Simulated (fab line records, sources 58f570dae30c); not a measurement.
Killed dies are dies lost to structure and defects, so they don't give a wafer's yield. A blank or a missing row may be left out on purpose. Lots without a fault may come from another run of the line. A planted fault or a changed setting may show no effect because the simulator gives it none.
fab line records | flow berkeley_cmos170
record lots=14 wafers=42 last_day=12
route steps=331 shown PSD@184 NSD@196 SILICIDE@211
lots that met no fault: from a run of the same line without faults
start_h: hours from the record's first day to the start of the lot's first wafer shown | wait_h: hours since the lot's step before | " the same as in the row above | L1.1+2: a row that stands for several wafers | - no value, or no start given | * or withheld: withheld | < > ~ a bound
route shown NAME@n: a module of which the file shows steps, and the number in the route of the first | usual: mean/standard deviation of fault-free wafers | same: alike in all rows | chamber/n: place in a boat | sites: the reading at each site | _std_site: their standard deviation | _edge_site: outer sites' mean less inner sites' | radius_mm: how far each site lies from the wafer's centre | mask NAME#n: copy n | behind: the tool/chamber that last shaped the wafer | hold: why the lot was held/for how many hours/how that ended | device: the transistor (n, p or np) that didn't switch | end of line: the same wafers' tests at the end of the route | a step without rows: its recipe alone | killed: dies lost to structure and defects at the first sort, not the wafer's yield | map: a wafer's dies, x killed, . not, _ none there
set.NAME: the setting as run; set.NAME@STEP: as run at that earlier step | model.NAME: the simulator's own value behind a step, which no gauge read
steps of the route over a sample of lots; a table a step, a row a wafer
services: from which hour (start_h, from the record's first day; less than 0 if before it) a tool's chamber was out of use, for how many hours, and why
## steps
# step UCB170_PSD_STRIP_09
# recipe chemistry=O2 power_w=400 pressure_mtorr=3500 platen_temp_c=withheld o2_flow_sccm=400 overash_fraction=0.5
# usual drypump_motor_current_A=5.5/0.45 oes_product_au=0.600/0.0047 strip_time_to_endpoint_s=29.38/0.069
# same overash_fraction=0.5
# columns lot.wafer tool chamber start_h wait_h drypump_motor_current_A oes_product_au rf_hours_counter_h strip_time_to_endpoint_s
L174.3 plasma_asher-04 0 135.59 0.1 5.6 0.606 - 29.33
L174.4 " 1 " " 5.7 0.608 - 29.31
L174.6 " 0 " " 5.6 0.594 - 29.28
L177.2 plasma_asher-02 0 142.32 0.1 5.9 0.596 3 29.37
L177.4 " 1 " " 4.6 0.599 - 29.37
L177.5 " 0 " " 5.9 0.604 - 29.42
L178.3 plasma_asher-03 0 142.43 0.1 5.8 0.601 - 29.32
L178.5 " 0 " " 5.7 0.597 - 29.32
L178.6 " 1 " " 5.7 0.602 - 29.30
L176.2 plasma_asher-04 0 142.68 0.1 5.6 0.600 34 29.36
L176.3 " 0 " " 5.6 0.604 - 29.40
L176.4 " 1 " " 5.7 0.594 - 29.44
L179.2 plasma_asher-02 1 159.01 0.1 4.6 0.608 5 29.38
L179.3 " 1 " " 4.6 0.604 - 29.38
L179.4 " 0 " " 5.9 0.590 - 29.35
L180.1 plasma_asher-03 0 169.71 0.1 5.7 0.601 46 29.35
L180.2 " 1 " " 5.7 0.598 46 29.42
L180.6 " 0 " " 5.7 0.595 - 29.36
L181.2 plasma_asher-04 1 169.91 0.1 5.7 0.599 38 29.27
L181.4 " 0 " " 5.6 0.595 - 29.31
L181.6 " 0 " " 5.6 0.594 - 29.34
L182.2 plasma_asher-03 1 181.94 0.1 5.6 0.595 47 29.39
L182.3 " 1 " " 5.6 0.598 - 29.34
L182.6 " 1 " " 5.6 0.599 - 29.34
L183.2 plasma_asher-04 1 182.05 0.1 5.8 0.608 39 29.29
L183.4 " 1 " " 5.7 0.597 - 29.33
L183.5 " 1 " " 5.7 0.602 - 29.32
L191.1 plasma_asher-04 0 227.72 0.1 5.6 0.597 43 29.46
L191.2 " 1 " " 5.7 0.598 43 29.42
L191.3 " 1 " " 5.7 0.603 - 29.48
L193.1 plasma_asher-03 1 228.00 0.1 5.7 0.592 52 29.41
L193.2 " 0 " " 5.8 0.604 52 29.36
L193.5 " 1 " " 5.7 0.595 - 29.43
L194.2 plasma_asher-04 1 251.67 0.1 5.7 0.590 46 29.36
L194.3 " 0 " " 5.6 0.594 - 29.38
L194.4 " 1 " " 5.7 0.609 - 29.45
L195.1 plasma_asher-02 1 256.35 0.1 4.6 0.600 15 29.37
L195.3 " 1 " " 4.6 0.601 - 29.34
L195.5 " 0 " " 5.9 0.599 - 29.38
L196.3 plasma_asher-03 0 256.80 0.1 5.7 0.596 - 29.44
L196.4 " 1 " " 5.7 0.604 - 29.53
L196.6 " 0 " " 5.7 0.606 - 29.54
# step UCB170_NSD_STRIP_09
# recipe chemistry=O2 power_w=400 pressure_mtorr=3500 platen_temp_c=withheld o2_flow_sccm=400 overash_fraction=0.5
# usual drypump_motor_current_A=5.70/0.098 oes_product_au=0.533/0.0045 strip_time_to_endpoint_s=35.84/0.067
# same overash_fraction=0.5
# columns lot.wafer tool chamber start_h wait_h drypump_motor_current_A oes_product_au rf_hours_counter_h strip_time_to_endpoint_s
L174.3 plasma_asher-03 0 137.49 0.1 5.71 0.537 - 35.91
L174.4 " 1 " " 5.65 0.538 - 35.84
L174.6 " 0 " " 5.71 0.535 - 35.72
L177.2 plasma_asher-03 1 144.79 0.1 5.63 0.538 43 35.89
L177.4 " 1 " " 5.61 0.531 - 35.81
L177.5 " 0 " " 5.72 0.530 - 35.89
L176.2 plasma_asher-04 1 144.91 0.1 5.71 0.533 35 35.87
L176.3 " 0 " " 5.57 0.536 - 35.88
L176.4 " 1 " " 5.70 0.528 - 35.83
L178.3 plasma_asher-01 0 145.21 0.1 5.84 0.528 - 35.76
L178.5 " 0 " " 5.88 0.538 - 35.76
L178.6 " 1 " " 5.62 0.524 - 35.75
L179.2 plasma_asher-01 1 160.92 0.1 5.61 0.531 47 35.75
L179.3 " 1 " " 5.60 0.527 - 35.82
L179.4 " 0 " " 5.86 0.539 - 35.77
L180.1 plasma_asher-03 0 171.63 0.1 5.74 0.531 46 35.92
L180.2 " 1 " " 5.63 0.534 46 35.93
L180.6 " 0 " " 5.72 0.527 - 35.88
L181.2 plasma_asher-01 0 172.35 0.1 5.87 0.534 48 35.80
L181.4 " 0 " " 5.86 0.533 - 35.80
L181.6 " 0 " " 5.88 0.536 - 35.75
L182.2 plasma_asher-01 1 185.43 0.1 5.63 0.542 49 35.89
L182.3 " 1 " " 5.61 0.536 - 35.82
L182.6 " 0 " " 5.85 0.530 - 35.92
L183.2 plasma_asher-04 0 185.67 0.1 5.56 0.536 39 35.79
L183.4 " 1 " " 5.71 0.531 - 35.74
L183.5 " 0 " " 5.57 0.530 - 35.88
L191.1 plasma_asher-03 1 231.55 0.1 5.65 0.533 52 35.91
L191.2 " 0 " " 5.73 0.536 52 35.79
L191.3 " 0 " " 5.69 0.535 - 35.84
L193.1 plasma_asher-04 1 232.17 0.1 5.66 0.536 44 35.79
L193.2 " 0 " " 5.59 0.540 44 35.82
L193.5 " 0 " " 5.57 0.526 - 35.82
L194.2 plasma_asher-03 0 253.21 0.1 5.72 0.532 54 35.94
L194.3 " 0 " " 5.74 0.525 - 35.93
L194.4 " 1 " " 5.66 0.530 - 35.87
L195.1 plasma_asher-03 1 258.36 0.1 5.65 0.535 54 35.79
L195.3 " 1 " " 5.66 0.533 - 35.80
L195.5 " 1 " " 5.65 0.540 - 35.83
L196.3 plasma_asher-01 0 258.67 0.1 5.82 0.536 - 35.69
L196.4 " 1 " " 5.60 0.529 - 35.75
L196.6 " 0 " " 5.84 0.533 - 35.71
# step UCB170_SDANNEAL_RS_MEAS_02
# recipe thk_meas_gauge=four-point-probe
# usual PSD_RS=75.42/0.25
# columns lot.wafer tool chamber start_h wait_h PSD_RS[ohm/sq]
L174.3 film_metro-01 - 138.69 0.1 75.72
L174.4 " - " " 76.03
L174.6 " - " " 75.97
L177.2 film_metro-02 - 146.16 0.1 75.40
L177.4 " - " " 75.85
L177.5 " - " " 75.33
L176.2 film_metro-03 - 146.32 0.1 75.74
L176.3 " - " " 75.32
L176.4 " - " " 75.16
L178.3 film_metro-01 - 146.63 0.1 75.19
L178.5 " - " " 75.34
L178.6 " - " " 75.16
L179.2 film_metro-02 - 162.41 0.1 75.55
L179.3 " - " " 75.38
L179.4 " - " " 75.30
L180.1 film_metro-03 - 173.19 0.0 75.21
L180.2 " - " " 75.26
L180.6 " - " " 75.37
L181.2 film_metro-01 - 173.66 0.1 75.50
L181.4 " - " " 75.33
L181.6 " - " " 75.28
L182.2 film_metro-02 - 186.64 0.1 75.67
L182.3 " - " " 75.71
L182.6 " - " " 75.58
L183.2 film_metro-03 - 186.88 0.1 75.75
L183.4 " - " " 75.67
L183.5 " - " " 75.68
L191.1 film_metro-02 - 232.82 0.0 75.00
L191.2 " - " " 74.98
L191.3 " - " " 74.99
L193.1 film_metro-01 - 233.37 0.0 75.44
L193.2 " - " " 75.64
L193.5 " - " " 75.53
L194.2 film_metro-03 - 254.41 0.1 75.71
L194.3 " - " " 75.15
L194.4 " - " " 75.61
L195.1 film_metro-02 - 259.54 0.0 75.25
L195.3 " - " " 75.21
L195.5 " - " " 75.71
L196.3 film_metro-03 - 259.86 0.1 75.11
L196.4 " - " " 75.28
L196.6 " - " " 75.18
# step UCB170_SILICIDE_SPUTTER_01
# recipe material=Ti target_thk_nm=30 time_s=25 power_w=1465 chamber_pressure_pa=0.5
# usual cathode_dc_power_W=1465.1/0.25 chamber_pressure_pa=0.5000/0.0011 throttle_valve_pct=30.0/1.5 time_s=25/0
# columns lot.wafer tool chamber start_h wait_h cathode_dc_power_W chamber_pressure_pa throttle_valve_pct time_s
L174.3 pvd_sputter-03 - 139.20 0.0 1465.1 0.4995 30.7 25
L174.4 " - " " 1464.8 0.5004 31.1 25
L174.6 " - " " 1465.2 0.5014 30.6 25
L177.2 pvd_sputter-04 - 146.69 0.0 1465.0 0.5011 30.3 25
L177.4 " - " " 1464.9 0.4990 29.1 25
L177.5 " - " " 1465.1 0.4998 29.1 25
L176.2 pvd_sputter-03 - 146.85 0.0 1465.1 0.5006 33.1 25
L176.3 " - " " 1465.6 0.5008 31.2 25
L176.4 " - " " 1464.4 0.5010 30.5 25
L178.3 pvd_sputter-02 - 147.13 0.0 1465.3 0.4981 29.7 25
L178.5 " - " " 1464.9 0.5004 32.8 25
L178.6 " - " " 1465.1 0.5005 29.7 25
L179.2 pvd_sputter-04 - 162.94 0.0 1465.4 0.5012 30.1 25
L179.3 " - " " 1465.4 0.4995 30.5 25
L179.4 " - " " 1464.8 0.4982 28.1 25
L180.1 pvd_sputter-04 - 173.74 0.0 1465.0 0.5002 30.2 25
L180.2 " - " " 1465.4 0.5004 28.0 25
L180.6 " - " " 1464.9 0.5011 30.3 25
L181.2 pvd_sputter-03 - 174.19 0.0 - - - -
L181.4 " - " " - - - -
L181.6 " - " " - - - -
L182.2 pvd_sputter-02 - 187.16 0.0 - - - -
L182.3 " - " " - - - -
L182.6 " - " " - - - -
L183.2 pvd_sputter-03 - 187.41 0.0 1465.1 0.4994 31.0 25
L183.4 " - " " 1465.1 0.4993 28.9 25
L183.5 " - " " 1465.1 0.4995 32.8 25
L191.1 pvd_sputter-02 - 233.37 0.0 1465.0 0.5000 30.0 25
L191.2 " - " " 1465.0 0.5021 27.1 25
L191.3 " - " " 1465.1 0.4997 29.8 25
L193.1 pvd_sputter-04 - 233.91 0.0 1465.2 0.4990 28.4 25
L193.2 " - " " 1465.2 0.5018 30.2 25
L193.5 " - " " 1465.3 0.5001 29.4 25
L194.2 pvd_sputter-04 - 254.94 0.0 1465.5 0.4991 29.0 25
L194.3 " - " " 1465.1 0.4993 30.4 25
L194.4 " - " " 1465.2 0.4976 30.4 25
L195.1 pvd_sputter-03 - 260.10 0.0 1465.1 0.4998 30.6 25
L195.3 " - " " 1464.6 0.4998 31.1 25
L195.5 " - " " 1464.8 0.5010 28.9 25
L196.3 pvd_sputter-02 - 260.37 0.0 1465.1 0.4989 29.7 25
L196.4 " - " " 1464.8 0.4999 27.3 25
L196.6 " - " " 1464.7 0.4987 29.5 25
# step UCB170_SILICIDE_RS_MEAS_02
# recipe thk_meas_gauge=four-point-probe reads=Ti_of_SILICIDE_SPUTTER_01
# usual SILICIDE_TI_RS=26.9/0.39
# columns lot.wafer tool chamber start_h wait_h SILICIDE_TI_RS[ohm/sq]
L174.3 film_metro-04 - 139.27 0.1 26.6
L174.4 " - " " 26.8
L174.6 " - " " 26.9
L177.2 film_metro-02 - 146.74 0.0 26.4
L177.4 " - " " 26.4
L177.5 " - " " 26.3
L176.2 film_metro-04 - 146.90 0.0 26.4
L176.3 " - " " 27.0
L176.4 " - " " 26.9
L178.3 film_metro-04 - 147.20 0.1 26.9
L178.5 " - " " 26.2
L178.6 " - " " 26.3
L179.2 film_metro-01 - 162.99 0.0 26.3
L179.3 " - " " 26.9
L179.4 " - " " 26.3
L180.1 film_metro-02 - 173.77 0.0 27.1
L180.2 " - " " 26.4
L180.6 " - " " 26.8
L181.2 film_metro-04 - 174.24 0.0 -
L181.4 " - " " -
L181.6 " - " " -
L182.2 film_metro-04 - 187.25 0.1 -
L182.3 " - " " -
L182.6 " - " " -
L183.2 film_metro-04 - 187.46 0.0 26.4
L183.4 " - " " 27.2
L183.5 " - " " 26.6
L191.1 film_metro-02 - 233.40 0.0 27.0
L191.2 " - " " 26.6
L191.3 " - " " 27.2
L193.1 film_metro-02 - 233.94 0.0 27.4
L193.2 " - " " 27.6
L193.5 " - " " 27.8
L194.2 film_metro-01 - 254.99 0.0 26.9
L194.3 " - " " 26.8
L194.4 " - " " 26.6
L195.1 film_metro-04 - 260.13 0.0 26.7
L195.3 " - " " 27.0
L195.5 " - " " 27.2
L196.3 film_metro-01 - 260.44 0.1 26.6
L196.4 " - " " 26.6
L196.6 " - " " 26.4
# step UCB170_SILICIDE_THK_MEAS_03
# recipe thk_meas_gauge=xrf reads=Ti_of_SILICIDE_SPUTTER_01
# usual SILICIDE_TI_THK=29.0/0.44
# columns lot.wafer tool chamber start_h wait_h SILICIDE_TI_THK[nm]
L174.3 film_metro-04 - 139.37 0.1 29.0
L174.4 " - " " 29.1
L174.6 " - " " 28.9
L177.2 film_metro-02 - 146.85 0.1 29.7
L177.4 " - " " 29.8
L177.5 " - " " 29.8
L176.2 film_metro-04 - 147.01 0.1 29.2
L176.3 " - " " 28.8
L176.4 " - " " 28.9
L178.3 film_metro-04 - 147.30 0.1 28.9
L178.5 " - " " 29.6
L178.6 " - " " 29.5
L179.2 film_metro-01 - 163.10 0.1 29.5
L179.3 " - " " 29.3
L179.4 " - " " 29.8
L180.1 film_metro-02 - 173.89 0.1 29.2
L180.2 " - " " 29.7
L180.6 " - " " 29.4
L181.2 film_metro-04 - 174.35 0.1 <0.0
L181.4 " - " " <0.0
L181.6 " - " " <0.0
L182.2 film_metro-04 - 187.36 0.1 <0.0
L182.3 " - " " <0.0
L182.6 " - " " <0.0
L183.2 film_metro-04 - 187.57 0.1 29.1
L183.4 " - " " 28.3
L183.5 " - " " 29.0
L191.1 film_metro-02 - 233.52 0.1 29.0
L191.2 " - " " 29.3
L191.3 " - " " 28.8
L193.1 film_metro-02 - 234.06 0.1 28.6
L193.2 " - " " 28.4
L193.5 " - " " 28.2
L194.2 film_metro-01 - 255.10 0.1 29.4
L194.3 " - " " 29.4
L194.4 " - " " 29.6
L195.1 film_metro-04 - 260.25 0.1 29.0
L195.3 " - " " 28.7
L195.5 " - " " 28.5
L196.3 film_metro-01 - 260.54 0.1 29.7
L196.4 " - " " 29.8
L196.6 " - " " 29.8
## services
# columns tool chamber start_h hours kind
plasma_asher-02 0 117.75 - clean
plasma_asher-02 1 117.75 - clean
plasma_asher-03 - 135.26 1.9 repair
pvd_sputter-04 - 143.17 3.4 repair
pvd_sputter-02 - 188.63 1.7 repair
plasma_asher-02 - 233.37 1.1 repair
pvd_sputter-04 - 236.19 9.1 repair
plasma_asher-03 - 244.86 4.8 repair
## key
first_sign step=UCB170_SILICIDE_SPUTTER_01 reading=tool_record direction=missing
effect step=UCB170_SILICIDE_RS_MEAS_02 reading=SILICIDE_TI_RS direction=missing
effect step=UCB170_SILICIDE_THK_MEAS_03 reading=SILICIDE_TI_THK direction=down sigmas=66 usual=29.0 struck=<0.0
met_at UCB170_SILICIDE_SPUTTER_01
struck_lots L181,L182
later_rows_left_out L181.2,L181.4,L181.6,L182.2,L182.3,L182.6
sort_left_out L181.2,L181.4,L181.6,L182.2,L182.3,L182.6
tester_left_out L181,L182
not_acting_at UCB170_PSD_STRIP_09,UCB170_NSD_STRIP_09,UCB170_SDANNEAL_RS_MEAS_02
onset_between 147.13 174.19
fault kind=skipped_step_whole tool=pvd_sputter-02,pvd_sputter-03 chamber=- onset_h=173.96 steps=UCB170_SILICIDE_SPUTTER_01 scope=struck_lots_only
# tester_left_out: of these lots the tester's yield and bins aren't shown, on N5 and GAA mostly nor the transistor test; their killed dies are dies lost to structure and defects alone, not to doping, threshold or leakage, so they don't give the yield
# sort_left_out: the simulated sort isn't trusted on such a fault, so these wafers' sort isn't shown, and their yield isn't known
# later_rows_left_out: the simulator's readings of these wafers behind a module that went badly wrong aren't trusted and aren't shown, but for the sort
